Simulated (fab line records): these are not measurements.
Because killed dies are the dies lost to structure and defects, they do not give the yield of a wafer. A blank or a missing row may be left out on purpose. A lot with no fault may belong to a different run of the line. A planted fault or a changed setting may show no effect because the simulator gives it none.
One fault through the eyes of 2 desks / flow ritCmos / numbers are kept per desk, each desk with only its own; the story behind them comes last

== METROLOGY DESK ==
What the gauges read for every lot (on any tool): the sampled wafers with a number, averaged. The brackets show how far a lot's mean lies from the usual mean; more than 4 standard deviations puts the lot out of limits, marked OUT.
Columns: A = PSD_TW at RIT_PSD_TW_MEAS_10, usual 3437; B = PSD_RS at RIT_SDANNEAL_RS_MEAS_04, usual 116.1 ohm/sq; C = NSD_RS at RIT_SDANNEAL_RS_MEAS_05, usual 84.5 ohm/sq; D = PLDD_RS at RIT_SDANNEAL_RS_MEAS_06, usual 178.7 ohm/sq; E = NLDD_RS at RIT_SDANNEAL_RS_MEAS_07, usual 151.6 ohm/sq; F = SILICIDE_TI_RS at RIT_SILICIDE_RS_MEAS_02, usual 47.8 ohm/sq; G = SILICIDE_TI_THK at RIT_SILICIDE_THK_MEAS_03, usual 29.6 nm
lot=L125; first seen here=day 3 04:44; A=3414; B=116.5; C=84.5; D=178.7; E=152.0; F=48.6; G=29.1
lot=L128; first seen here=day 3 20:13; A=3447; B=115.8; C=84.6; D=178.7; E=151.0; F=48.0; G=29.5
lot=L134; first seen here=day 5 03:10; A=3450; B=116.6; C=84.7; D=179.4; E=152.4; F=48.9; G=29.1
lot=L136; first seen here=day 5 13:19; A=3454; B=115.8; C=84.1; D=178.0; E=151.6; F=48.5; G=29.3
lot=L143; first seen here=day 6 21:33; A=3456; B=115.8; C=84.5; D=178.2; E=150.9; F=47.6; G=29.7
lot=L147; first seen here=day 7 17:32; A=3406; B=116.2; C=85.1; D=178.9; E=151.9; F=48.4; G=29.3
Result from this desk: across the 6 lots, nothing is out of limits.

== TOOL OWNER'S DESK, pvdSputter-03 ==
The tool's own readings at RIT_SILICIDE_SPUTTER_01 (material Ti, target thk 30 nm, time 240 s): means of the sampled wafers that have a number, for each lot that ran on this tool. The brackets show how far a lot's mean lies from the usual mean; more than 4 standard deviations puts the lot out of limits, marked OUT.
Columns: A = cathodeDcPowerW at RIT_SILICIDE_SPUTTER_01, usual 350.00 W; B = throttleValvePct at RIT_SILICIDE_SPUTTER_01, usual 29.9 %
lot=L128; first seen here=day 3 21:13; A=349.97; B=29.7
lot=L134; first seen here=day 5 04:08; A=337.83 (-99 or more) OUT; B=29.5
lot=L136; first seen here=day 5 14:17; A=343.91 (-99 or more) OUT; B=29.8
This desk's finding: out of limits on L134, L136; first on L134, day 5 04:08 (cathodeDcPowerW at RIT_SILICIDE_SPUTTER_01). L128: within limits.

== ALL TOGETHER ==
The tool owner's desk had the chance to raise an alarm at day 5 04:08 on L134, L136.
Metrology desk: nothing out of limits seen.
The metrology desk has L134, L136 on record, within its limits.
All the named lots went through RIT_SILICIDE_SPUTTER_01 on pvdSputter-03.

== WHAT THE SIMULATOR HAD PUT IN ==
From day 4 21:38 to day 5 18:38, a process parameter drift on pvdSputter-03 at RIT_SILICIDE_SPUTTER_01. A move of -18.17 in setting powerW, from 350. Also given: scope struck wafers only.
Struck lots among those shown: L134, L136.
How many hours passed from the start of the fault until each desk's first out-of-limits reading: the tool owner's desk, 7.
